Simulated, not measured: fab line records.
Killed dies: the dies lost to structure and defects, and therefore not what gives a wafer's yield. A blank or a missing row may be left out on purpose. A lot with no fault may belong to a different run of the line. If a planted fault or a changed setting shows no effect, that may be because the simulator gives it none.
fab line records	flow berkeleyCmos170
record lots=16	wafers=48	lastDay=12
route steps=331 shown START@1 NWELL@26 PFIELD@82 FIELD@96
lots that met no fault: taken from a fault-free run of the same line
startH: hours from the record's first day to the start of the lot's first wafer shown	waitH: how many hours have passed since the lot's step before this one	" same as the row above	L1.1+2: a row that stands for several wafers	- value missing, or start not given	* or withheld: withheld	< > ~ a bound
route shown NAME@n: a module of which the file shows steps, and the number in the route of the first	usual: mean/standard deviation of fault-free wafers	same: alike in all rows	chamber/n: place in a boat	sites: readings site by site	_std_site: the standard deviation of these	_edge_site: outer sites' mean less inner sites'	radiusMm: for every site, how far away it sits from the centre of the wafer	mask NAME#n: copy n	behind: the last tool/chamber to shape the wafer	hold: why the lot went on hold/how many hours it stayed there/how the hold came to an end	device: whichever transistor did not switch (one of n, p or np)	end of line: tests run on the same wafers once the route is complete	a step without rows: its recipe alone	killed: at the first sort, the dies lost to defects and structure; wafer yield is something else	map: dies across one wafer; x = killed, . = not, _ = none there
set.NAME: the setting the step ran with; set.NAME@STEP: the setting that earlier step ran with	model.NAME: the simulator's own value behind a step, which no gauge read
a sample of lots followed through the steps of the route, with each step as a table and each wafer as a row
services: from which hour (startH, from the record's first day; less than 0 if before it) a tool's chamber was out of use, for how many hours, and why
## steps
# step UCB170_START_BOW_MEAS_00
# recipe mode=bow
# usual INCOMING_BOW=-1/6.2
lot.wafer	tool	chamber	startH	waitH	INCOMING_BOW[um]
L756.3	filmMetro-04	-	15.04	-	-5
L756.4	"	-	"	"	6
L756.6	"	-	"	"	-11
L757.1	filmMetro-04	-	20.00	-	-6
L757.3	"	-	"	"	-5
L757.4	"	-	"	"	6
L758.1	filmMetro-03	-	25.00	-	-9
L758.2	"	-	"	"	-6
L758.3	"	-	"	"	3
L759.1	filmMetro-04	-	30.00	-	2
L759.2	"	-	"	"	3
L759.6	"	-	"	"	10
L760.2	filmMetro-01	-	35.02	-	0
L760.4	"	-	"	"	-1
L760.5	"	-	"	"	6
L762.2	filmMetro-04	-	45.02	-	-11
L762.3	"	-	"	"	1
L762.5	"	-	"	"	0
L763.2	filmMetro-04	-	50.02	-	6
L763.4	"	-	"	"	0
L763.5	"	-	"	"	-3
L766.1	filmMetro-03	-	65.00	-	-7
L766.3	"	-	"	"	-3
L766.5	"	-	"	"	-5
L768.2	filmMetro-03	-	75.02	-	9
L768.3	"	-	"	"	4
L768.6	"	-	"	"	-11
L769.1	filmMetro-01	-	80.00	-	3
L769.5	"	-	"	"	-5
L769.6	"	-	"	"	2
L770.1	filmMetro-01	-	85.00	-	-4
L770.4	"	-	"	"	0
L770.6	"	-	"	"	-4
L771.2	filmMetro-04	-	90.02	-	4
L771.5	"	-	"	"	-9
L771.6	"	-	"	"	0
L772.2	filmMetro-03	-	95.02	-	-1
L772.4	"	-	"	"	-2
L772.5	"	-	"	"	-8
L773.2	filmMetro-04	-	100.02	-	-7
L773.4	"	-	"	"	8
L773.6	"	-	"	"	2
L774.1	filmMetro-03	-	105.00	-	-10
L774.2	"	-	"	"	-7
L774.5	"	-	"	"	-3
L775.1	filmMetro-01	-	110.00	-	0
L775.2	"	-	"	"	-1
L775.5	"	-	"	"	0
# step UCB170_NWELL_OVL_MEAS_12
# usual NWELL_OVL=-3/5.3
lot.wafer	tool	chamber	startH	waitH	NWELL_OVL[nm]
L756.3	overlay-02	-	36.39	-	2
L756.4	"	-	"	"	6
L756.6	"	-	"	"	3
L757.1	overlay-01	-	46.41	-	3
L757.3	"	-	"	"	2
L757.4	"	-	"	"	7
L758.1	overlay-02	-	51.97	-	-8
L758.2	"	-	"	"	-11
L758.3	"	-	"	"	-5
L759.1	overlay-01	-	57.69	-	-5
L759.2	"	-	"	"	-8
L759.6	"	-	"	"	0
L760.2	overlay-01	-	61.28	-	-9
L760.4	"	-	"	"	-3
L760.5	"	-	"	"	0
L762.2	overlay-01	-	70.70	-	-5
L762.3	"	-	"	"	-8
L762.5	"	-	"	"	-3
L763.2	overlay-02	-	70.83	-	0
L763.4	"	-	"	"	6
L763.5	"	-	"	"	2
L766.1	overlay-02	-	85.97	-	-11
L766.3	"	-	"	"	-10
L766.5	"	-	"	"	-5
L768.2	overlay-01	-	100.18	-	-2
L768.3	"	-	"	"	7
L768.6	"	-	"	"	2
L769.1	overlay-02	-	108.15	-	-10
L769.5	"	-	"	"	-12
L769.6	"	-	"	"	-11
L771.2	overlay-01	-	113.37	-	-6
L771.5	"	-	"	"	-4
L771.6	"	-	"	"	0
L770.1	overlay-02	-	113.50	-	-7
L770.4	"	-	"	"	-4
L770.6	"	-	"	"	-9
L772.2	overlay-01	-	122.21	-	1
L772.4	"	-	"	"	-9
L772.5	"	-	"	"	-4
L774.1	overlay-01	-	130.09	-	-2
L774.2	"	-	"	"	1
L774.5	"	-	"	"	6
L773.2	overlay-02	-	130.33	-	-11
L773.4	"	-	"	"	-16
L773.6	"	-	"	"	-13
L775.1	overlay-01	-	135.98	-	-13
L775.2	"	-	"	"	-11
L775.5	"	-	"	"	-9
# step UCB170_PFIELD_EXPOSE_03
# recipe maskId=PFIELD	na=0.5	sigmaOuter=0.6	sourceShape=conventional	targetCdNm=1500	doseMj=30
# usual stageVelMmS=500.00/0.26
lot.wafer	tool	chamber	startH	waitH	mask	stageVelMmS
L756.3	krfScanner-01	0	97.08	0.2	PFIELD#0	499.90
L756.4	"	0	"	"	PFIELD#0	499.88
L756.6	"	0	"	"	PFIELD#0	499.86
L757.1	krfScanner-02	0	108.41	0.1	PFIELD#0	499.87
L757.3	"	0	"	"	PFIELD#0	500.40
L757.4	"	0	"	"	PFIELD#0	500.08
L759.1	krfScanner-01	0	112.31	0.2	PFIELD#0	500.32
L759.2	"	0	"	"	PFIELD#0	500.16
L759.6	"	0	"	"	PFIELD#0	500.03
L758.1	krfScanner-02	0	112.56	0.3	PFIELD#0	500.01
L758.2	"	0	"	"	PFIELD#0	500.02
L758.3	"	0	"	"	PFIELD#0	500.34
L760.2	krfScanner-02	0	112.83	0.1	PFIELD#0	499.74
L760.4	"	0	"	"	PFIELD#0	499.72
L760.5	"	0	"	"	PFIELD#0	499.99
L766.1	krfScanner-01	0	134.13	0.2	PFIELD#0	500.07
L766.3	"	0	"	"	PFIELD#0	500.41
L766.5	"	0	"	"	PFIELD#0	500.60
L762.2	krfScanner-02	0	134.56	0.1	PFIELD#0	499.94
L762.3	"	0	"	"	PFIELD#0	500.01
L762.5	"	0	"	"	PFIELD#0	500.30
L763.2	krfScanner-02	0	134.71	0.1	PFIELD#0	500.07
L763.4	"	0	"	"	PFIELD#0	500.33
L763.5	"	0	"	"	PFIELD#0	500.32
L768.2	krfScanner-02	0	158.61	0.1	PFIELD#0	499.75
L768.3	"	0	"	"	PFIELD#0	499.91
L768.6	"	0	"	"	PFIELD#0	500.08
L769.1	krfScanner-02	0	166.05	0.1	PFIELD#0	500.25
L769.5	"	0	"	"	PFIELD#0	500.32
L769.6	"	0	"	"	PFIELD#0	500.31
L771.2	krfScanner-02	0	172.65	0.1	PFIELD#0	500.69
L771.5	"	0	"	"	PFIELD#0	500.40
L771.6	"	0	"	"	PFIELD#0	500.17
L770.1	krfScanner-01	0	173.21	0.2	PFIELD#0	499.53
L770.4	"	0	"	"	PFIELD#0	499.84
L770.6	"	0	"	"	PFIELD#0	500.00
L772.2	krfScanner-01	0	173.42	0.1	PFIELD#0	500.23
L772.4	"	0	"	"	PFIELD#0	499.83
L772.5	"	0	"	"	PFIELD#0	499.93
L774.1	krfScanner-01	0	182.79	0.1	PFIELD#0	499.76
L774.2	"	0	"	"	PFIELD#0	499.87
L774.5	"	0	"	"	PFIELD#0	499.92
L773.2	krfScanner-02	0	183.23	0.2	PFIELD#0	500.08
L773.4	"	0	"	"	PFIELD#0	500.11
L773.6	"	0	"	"	PFIELD#0	500.18
L775.1	krfScanner-02	0	195.45	0.2	PFIELD#0	500.23
L775.2	"	0	"	"	PFIELD#0	500.11
L775.5	"	0	"	"	PFIELD#0	500.12
# step UCB170_PFIELD_OVL_MEAS_06
# usual PFIELD_OVL=1/5.9
lot.wafer	tool	chamber	startH	waitH	PFIELD_OVL[nm]
L756.3	overlay-01	-	97.93	-	-12
L756.4	"	-	"	"	-8
L756.6	"	-	"	"	-6
L757.1	overlay-02	-	108.98	-	8
L757.3	"	-	"	"	4
L757.4	"	-	"	"	6
L759.1	overlay-02	-	113.09	-	-8
L759.2	"	-	"	"	-4
L759.6	"	-	"	"	-4
L758.1	overlay-01	-	113.17	-	8
L758.2	"	-	"	"	14
L758.3	"	-	"	"	7
L760.2	overlay-02	-	113.21	-	2
L760.4	"	-	"	"	10
L760.5	"	-	"	"	9
L766.1	overlay-02	-	135.02	-	2
L766.3	"	-	"	"	3
L766.5	"	-	"	"	1
L762.2	overlay-02	-	135.30	-	3
L762.3	"	-	"	"	3
L762.5	"	-	"	"	5
L763.2	overlay-02	-	135.57	-	-7
L763.4	"	-	"	"	-8
L763.5	"	-	"	"	-4
L768.2	overlay-02	-	158.99	-	2
L768.3	"	-	"	"	2
L768.6	"	-	"	"	0
L769.1	overlay-02	-	166.83	-	269
L769.5	"	-	"	"	265
L769.6	"	-	"	"	261
L771.2	overlay-02	-	173.68	-	258
L771.5	"	-	"	"	257
L771.6	"	-	"	"	258
L770.1	overlay-02	-	173.95	-	-13
L770.4	"	-	"	"	-7
L770.6	"	-	"	"	-15
L772.2	overlay-02	-	174.23	-	2
L772.4	"	-	"	"	2
L772.5	"	-	"	"	6
L774.1	overlay-01	-	183.34	-	-2
L774.2	"	-	"	"	3
L774.5	"	-	"	"	-7
L773.2	overlay-02	-	183.62	-	263
L773.4	"	-	"	"	262
L773.6	"	-	"	"	259
L775.1	overlay-01	-	196.33	-	266
L775.2	"	-	"	"	268
L775.5	"	-	"	"	270
# step UCB170_FIELD_THK_MEAS_90
# recipe reads=SiO2_of_FIELD_OXIDATION_01
# usual FIELD_OXIDE_LEFT_1_THK=440/9.2
lot.wafer	tool	chamber	startH	waitH	FIELD_OXIDE_LEFT_1_THK[nm]
L756.3	filmMetro-02	-	114.30	0.0	435
L756.4	"	-	"	"	427
L756.6	"	-	"	"	436
L757.1	filmMetro-04	-	127.36	0.0	441
L757.3	"	-	"	"	441
L757.4	"	-	"	"	448
L759.1	filmMetro-02	-	127.36	0.0	438
L759.2	"	-	"	"	432
L759.6	"	-	"	"	435
L758.1	filmMetro-02	-	127.42	0.1	428
L758.2	"	-	"	"	421
L758.3	"	-	"	"	431
L760.2	filmMetro-04	-	127.43	0.1	427
L760.4	"	-	"	"	431
L760.5	"	-	"	"	434
L766.1	filmMetro-03	-	153.02	0.0	438
L766.3	"	-	"	"	448
L766.5	"	-	"	"	438
L762.2	filmMetro-04	-	153.09	0.1	436
L762.3	"	-	"	"	436
L762.5	"	-	"	"	438
L763.2	filmMetro-03	-	153.09	0.1	436
L763.4	"	-	"	"	432
L763.5	"	-	"	"	429
L768.2	filmMetro-02	-	174.76	0.0	420
L768.3	"	-	"	"	420
L768.6	"	-	"	"	429
L769.1	filmMetro-02	-	183.11	0.0	433
L769.5	"	-	"	"	439
L769.6	"	-	"	"	446
L771.2	filmMetro-04	-	190.49	0.0	437
L771.5	"	-	"	"	442
L771.6	"	-	"	"	447
L772.2	filmMetro-02	-	190.49	0.0	433
L772.4	"	-	"	"	444
L772.5	"	-	"	"	443
L770.1	filmMetro-04	-	190.54	0.1	457
L770.4	"	-	"	"	452
L770.6	"	-	"	"	452
L774.1	filmMetro-03	-	197.22	0.0	447
L774.2	"	-	"	"	437
L774.5	"	-	"	"	449
L773.2	filmMetro-04	-	197.23	0.0	443
L773.4	"	-	"	"	450
L773.6	"	-	"	"	438
L775.1	filmMetro-02	-	214.18	0.0	430
L775.2	"	-	"	"	423
L775.5	"	-	"	"	435
## services
tool	chamber	startH	hours	kind
krfScanner-02	-	76.89	1.0	pm
krfScanner-01	-	81.43	1.8	repair
krfScanner-01	-	88.01	4.4	pm
krfScanner-02	-	92.14	0.4	repair
krfScanner-01	-	114.62	1.3	pm
krfScanner-02	-	148.36	0.3	repair
krfScanner-01	-	150.67	0.8	pm
krfScanner-02	-	177.09	0.8	pm
krfScanner-02	-	177.96	1.3	pm
krfScanner-01	-	194.57	0.7	repair
## key
firstSign step=UCB170_PFIELD_OVL_MEAS_06	reading=PFIELD_OVL	direction=up	sigmas=44	usual=1	struck=263
effect none on later readings
metAt UCB170_PFIELD_EXPOSE_03
struckLots L769,L771,L773,L775
testerLeftOut L769,L771,L773,L775
notActingAt UCB170_START_BOW_MEAS_00,UCB170_NWELL_OVL_MEAS_12,UCB170_FIELD_THK_MEAS_90
onsetBetween 158.61 166.05
fault kind=scannerMatchingOverlay	tool=krfScanner-02	chamber=-	onsetH=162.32	steps=UCB170_PFIELD_EXPOSE_03	offset=260
# testerLeftOut: of these lots the tester's yield and bins aren't shown, on N5 and GAA mostly nor the transistor test; their killed dies are dies lost to structure and defects alone, not to doping, threshold or leakage, so they don't give the yield
